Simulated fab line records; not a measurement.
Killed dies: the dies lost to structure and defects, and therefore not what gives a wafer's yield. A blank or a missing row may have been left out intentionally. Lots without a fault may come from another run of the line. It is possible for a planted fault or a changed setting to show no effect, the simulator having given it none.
A single fault, viewed from 2 desks :: flow berkeley cmos170 :: each desk holds nothing but its own numbers, with what lay behind them at the end

## DESK OF THE TOOL OWNER: plasma asher-04
The tool's own readings at UCB170_NLDD_STRIP_10 (strips in O2): means of the sampled wafers that have a number, for each lot that ran on this tool. If a lot's mean is further than 4 standard deviations from the usual mean, the lot is out of limits and carries the mark OUT (the distance appears in the brackets).
Columns: A = drypump motor current A at UCB170_NLDD_STRIP_10, usual 5.6 A; B = oes product au at UCB170_NLDD_STRIP_10, usual 0.734 a.u.; C = strip time to endpoint s at UCB170_NLDD_STRIP_10, usual 21.60 s
lot: L546
first seen here: day 7 23:38
A: 5.5
B: 0.741
C: 21.51

lot: L547
first seen here: day 8 00:02
A: 5.5
B: 0.733
C: 21.55

lot: L549
first seen here: day 8 15:59
A: 5.8
B: 0.735
C: 21.63

lot: L550
first seen here: day 8 16:32
A: 5.8
B: 0.735
C: 21.73

lot: L554
first seen here: day 9 11:05
A: 5.3
B: 0.735
C: 21.59

lot: L557
first seen here: day 9 13:32
A: 5.5
B: 0.982 (+53) OUT
C: -

lot: L566
first seen here: day 11 14:13
A: 5.8
B: 0.734
C: 21.60

lot: L565
first seen here: day 11 14:43
A: 5.5
B: 0.738
C: 21.63

lot: L568
first seen here: day 12 02:02
A: 5.5
B: 0.733
C: 21.54
This desk finds L557 out of limits, L557 being first, at day 9 13:32 (oes product au at UCB170_NLDD_STRIP_10). In limits: L546, L547, L549, L550, L554, L566, L565, L568.

## FROM THE METROLOGY DESK
Lot by lot, what the gauges showed, no matter which tool ran the lot: averages of those sampled wafers that carry a number. If a lot's mean is further than 4 standard deviations from the usual mean, the lot is out of limits and carries the mark OUT (the distance appears in the brackets).
Columns: A = PSD_OVL at UCB170_PSD_OVL_MEAS_07, usual 1 nm; B = PSD_TW at UCB170_PSD_TW_MEAS_10, usual 2319; C = NSD_OVL at UCB170_NSD_OVL_MEAS_07, usual 1 nm
lot: L546
first seen here: day 8 07:13
A: -1
B: 2334
C: 1

lot: L547
first seen here: day 8 07:32
A: 11
B: 2330
C: -4

lot: L549
first seen here: day 8 23:04
A: 7
B: 2349
C: 0

lot: L551
first seen here: day 8 23:19
A: -0
B: 2307
C: -0

lot: L550
first seen here: day 8 23:34
A: 2
B: 2353
C: 1

lot: L552
first seen here: day 8 23:40
A: 9
B: 2306
C: 2

lot: L554
first seen here: day 9 21:14
A: -3
B: 2287
C: 7

lot: L557
first seen here: day 9 21:21
A: 3
B: 30 (-95) OUT
C: 7

lot: L553
first seen here: day 9 21:37
A: 4
B: 2325
C: 5

lot: L565
first seen here: day 11 20:53
A: 8
B: 2298
C: -5

lot: L566
first seen here: day 11 21:01
A: 3
B: 2316
C: -1

lot: L567
first seen here: day 12 11:12
A: -2
B: 2335
C: 10

lot: L568
first seen here: day 12 11:16
A: -4
B: 2279
C: 0
Per this desk, out of limits: L557; the first was L557, day 9 21:38 (PSD_TW at UCB170_PSD_TW_MEAS_10). In limits: L546, L547, L549, L551, L550, L552, L554, L553, L565, L566, L567, L568.

## TAKEN TOGETHER
The tool owner's desk had the chance to raise an alarm at day 9 13:32 on L557.
Metrology desk: alarm possible at day 9 21:38 on L557.
Every lot named ran UCB170_NLDD_STRIP_10 on plasma asher-04.

## WHAT THE SIMULATOR HAD PUT IN
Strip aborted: plasma asher-04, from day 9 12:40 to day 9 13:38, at UCB170_NLDD_STRIP_10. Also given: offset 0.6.
Shown lots that were struck: L557.
Delay (hours) between the fault's onset and each desk's first out-of-limits reading: 1 at the tool owner's desk, 9 at the metrology desk.
